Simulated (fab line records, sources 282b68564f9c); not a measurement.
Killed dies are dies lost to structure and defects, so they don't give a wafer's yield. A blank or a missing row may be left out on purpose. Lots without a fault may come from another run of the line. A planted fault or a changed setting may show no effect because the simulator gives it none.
A struck lot beside a sound one | flow rit_cmos | 18 steps out of a route of 202
Sound: wafers L414.1, L414.2, L414.4. Struck: wafers L420.3, L420.4, L420.5. The cause comes at the end.
At each step with rows: each side's tool, then ch and its chambers, then its first start. Under that, the readings that differ: sound wafers | struck wafers | difference of the means | sigmas: that difference in standard deviations of wafers without a fault.
alike: readings whose means differ by less than 2 such deviations, and words and numbers that are the same on both sides. not compared: withheld readings, readings that some wafer has no value for, bounds like >300 that may hide the same value, and numbers for which the record gives no deviation and whose values overlap.
The two part at a step that has a row with sigmas, a row that says differs or no value, or rows on one side only. Numbers that don't overlap but have no deviation are shown without sigmas and don't part them. A reading that every wafer of one side lacks parts them only if that side has two wafers or more.

first, 1 step without rows for these wafers: RIT_PLDD_IMPLANT_08.
RIT_PLDD_STRIP_09: strips in O2, time 180 s.
  sound on plasma_asher-04 ch 0,1, day 3 05:54; struck on plasma_asher-03 ch 0,1, day 4 20:02
  alike: drypump_motor_current_A
  not compared: rf_hours_counter_h
RIT_PLDD_TW_MEAS_10:
  sound on film_metro-04, day 3 06:04; struck on film_metro-04, day 4 20:10
  alike: PLDD_TW
then, 4 steps without rows for these wafers: RIT_SPACER_CLEAN_00 (cleans in SC1, time 600 s); RIT_SPACER_CLEAN_01 (cleans in dHF, time 30 s); RIT_SPACER_CLEAN_02 (cleans in SC2, time 600 s); RIT_SPACER_CVD_03 (deposits Si3N4 from SiH2Cl2/NH3, target thk 250 nm, time 3300 s).
RIT_SPACER_THK_MEAS_04:
  sound on film_metro-02, day 3 08:42; struck on film_metro-02, day 4 22:31
  alike: SPACER_NITRIDE_THK
RIT_SPACER_ETCHBACK_05: etches Si3N4 in SF6/CHF3, stops on SiO2, target depth 250 nm, time 240 s.
  sound on rie_diel-01 ch 0,2,3, day 3 08:46; struck on rie_diel-02 ch 0,1,3, day 4 22:34
  alike: drypump_motor_current_A, oes_product_au, rf_fwd_power_W, throttle_valve_pct
  not compared: rf_hours_counter_h
then, 3 steps without rows for these wafers: RIT_NSD_HMDS_00 (prime time 60 s); RIT_NSD_COAT_01 (resist thk 1000 nm); RIT_NSD_SOFTBAKE_02 (time 60 s).
RIT_NSD_EXPOSE_03: exposes mask M9, target cd 40700 nm.
  sound on iline_stepper-02 ch 0, day 3 09:29; struck on iline_stepper-02 ch 0, day 4 23:22
  reading                     | sound                   | struck               | difference | sigmas
  model.NSD.overlay_x_nm (nm) | -0.8567 -0.8567 -0.8567 | -179.5 -179.5 -179.5 | -178.6     |
  alike: mask
then, 2 steps without rows for these wafers: RIT_NSD_PEB_04; RIT_NSD_DEVELOP_05 (develop time 50 s).
RIT_NSD_OVL_MEAS_06:
  sound on overlay-01, day 3 10:04; struck on overlay-02, day 4 23:44
  reading      | sound         | struck               | difference | sigmas
  NSD_OVL (nm) | -0.3 -0.6 0.6 | -177.9 -180.0 -179.2 | -178.9     | -99 or more
then, 1 step without rows for these wafers: RIT_NSD_HARDBAKE_07 (time 60 s).
RIT_M1_PROBE_99:
  sound on prober-02, day 3 20:21; struck on prober-02, day 5 09:46
  reading                                                 | sound               | struck               | difference | sigmas
  model.etest.select_edge_diode_n.leak_log10_a (angstrom) | -9.778 -10.1 -9.519 | -8.122 -8.237 -7.941 | +1.699     |
  alike: killed_at_contacts, killed_at_front_end, killed_dies, killed_open, killed_short

WHERE THEY PART
Only at RIT_NSD_OVL_MEAS_06, within this record. Later steps at which nothing parts them and some readings are alike: RIT_M1_PROBE_99.

WHY: what the simulator had put in
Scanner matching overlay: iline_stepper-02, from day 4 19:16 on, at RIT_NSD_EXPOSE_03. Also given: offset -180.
